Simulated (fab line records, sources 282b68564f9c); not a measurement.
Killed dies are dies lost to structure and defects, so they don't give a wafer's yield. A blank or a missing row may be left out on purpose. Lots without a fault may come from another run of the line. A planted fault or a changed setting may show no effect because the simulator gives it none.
A struck lot beside a sound one | flow rit_cmos | 15 steps out of a route of 202
Sound: wafers L537.2, L537.4, L537.6. Struck: wafers L527.1, L527.5, L527.6. The cause comes at the end.
At each step with rows: each side's tool, then ch and its chambers, then its first start. Under that, the readings that differ: sound wafers | struck wafers | difference of the means | sigmas: that difference in standard deviations of wafers without a fault.
alike: readings whose means differ by less than 2 such deviations, and words and numbers that are the same on both sides. not compared: withheld readings, readings that some wafer has no value for, bounds like >300 that may hide the same value, and numbers for which the record gives no deviation and whose values overlap.
The two part at a step that has a row with sigmas, a row that says differs or no value, or rows on one side only. Numbers that don't overlap but have no deviation are shown without sigmas and don't part them. A reading that every wafer of one side lacks parts them only if that side has two wafers or more.

first, 1 step without rows for these wafers: RIT_PRETRO_DEVELOP_05 (develop time 68 s).
RIT_PRETRO_OVL_MEAS_06:
  sound on overlay-01, day 5 21:44; struck on overlay-02, day 3 21:40
  alike: PRETRO_OVL
then, 2 steps without rows for these wafers: RIT_PRETRO_HARDBAKE_07 (time 120 s); RIT_PRETRO_IMPLANT_08.
RIT_PRETRO_STRIP_09: strips in O2, time 180 s.
  sound on plasma_asher-04 ch 0,1, day 5 22:10; struck on plasma_asher-03 ch 0,1, day 3 22:05
  alike: drypump_motor_current_A
  not compared: rf_hours_counter_h
RIT_PRETRO_TW_MEAS_10:
  sound on film_metro-02, day 5 22:22; struck on film_metro-03, day 3 22:16
  reading   | sound       | struck      | difference | sigmas
  PRETRO_TW | 467 470 469 | 485 481 482 | +14        | +2
then, 5 steps without rows for these wafers: RIT_GATE_WET_ETCH_00 (etches SiO2 in BOE, target depth 56 nm, time 60 s); RIT_GATE_CLEAN_01 (cleans in SC1, time 600 s); RIT_GATE_CLEAN_02 (cleans in dHF, time 30.91 s); RIT_GATE_CLEAN_03 (cleans in SC2, time 600 s); RIT_GATE_CLEAN_04 (cleans in dHF, time 60 s).
RIT_FOX2_THK_MEAS_91:
  sound on film_metro-03, day 5 22:52; struck on film_metro-04, day 3 23:02
  reading                     | sound       | struck      | difference | sigmas
  FIELD_OXIDE_LEFT_2_THK (nm) | 253 250 256 | 244 238 239 | -13        | -2
RIT_GATE_OXIDATION_05: target thk 3 nm, ox time 270 s.
  sound on furnace-01 ch 0, day 6 00:01; struck on furnace-03 ch 0, day 3 23:47
  reading                                     | sound                | struck               | difference | sigmas
  spike_tc_centre_C (C)                       | 903.9 902.2 903.3    | 893.8 894.3 893.1    | -9.4       | -8
  spike_tc_load_C (C)                         | 929.2 928.3 929.6    | 917.6 917.2 917.4    | -11.6      | -4
  spike_tc_source_C (C)                       | 923.4 924.8 924.9    | 917.7 918.3 917.9    | -6.4       | -5
  tube_center_temp_C (C)                      | 900.08 899.97 899.95 | 892.75 892.69 893.02 | -7.18      | -90
  tube_center_temp_C_max                      | 901.9 901.9 902.3    | 894.8 894.6 895.0    | -7.2       | -19
  model.SiO2_of_GATE_OXIDATION_05.thk_nm (nm) | 3.023 3.003 2.984    | 2.81 2.832 2.808     | -0.19      |
  alike: zone_power_centre_pct
then, 1 step without rows for these wafers: RIT_GATE_ANNEAL_06 (time 600 s).
RIT_M1_PROBE_99:
  sound on prober-02, day 7 06:06; struck on prober-02, day 5 03:59
  reading                             | sound             | struck            | difference | sigmas
  model.etest.nmos_0p15.drive_ua_um   | 464.8 460.1 486.8 | 494.9 487.6 500   | +23.6      |
  model.etest.nmos_narrow.drive_ua_um | 226.1 228.9 230.8 | 242.5 242.5 248.8 | +16.0      |
  model.etest.nmos_0p3.drive_ua_um    | 224.7 227.3 230.1 | 241.8 240.3 244.6 | +14.9      |
  model.etest.pmos_0p3.drive_ua_um    | 101.3 103 105.2   | 107.5 107.5 110.6 | +5.4       |
  model.etest.pmos_narrow.drive_ua_um | 102.9 105 105.3   | 109 109.2 112.3   | +6         |
  alike: killed_at_M0_to_M3, killed_at_contacts, killed_at_front_end, killed_dies, killed_open, killed_short
  not compared: model.etest.pmos_0p3.r_on_ohm_um, model.etest.nmos_0p3.r_on_ohm_um, model.etest.pmos_0p15.drive_ua_um

WHERE THEY PART
First at RIT_PRETRO_TW_MEAS_10; last, within this record, at RIT_GATE_OXIDATION_05. Later steps at which nothing parts them and some readings are alike: RIT_M1_PROBE_99.

WHY: what the simulator had put in
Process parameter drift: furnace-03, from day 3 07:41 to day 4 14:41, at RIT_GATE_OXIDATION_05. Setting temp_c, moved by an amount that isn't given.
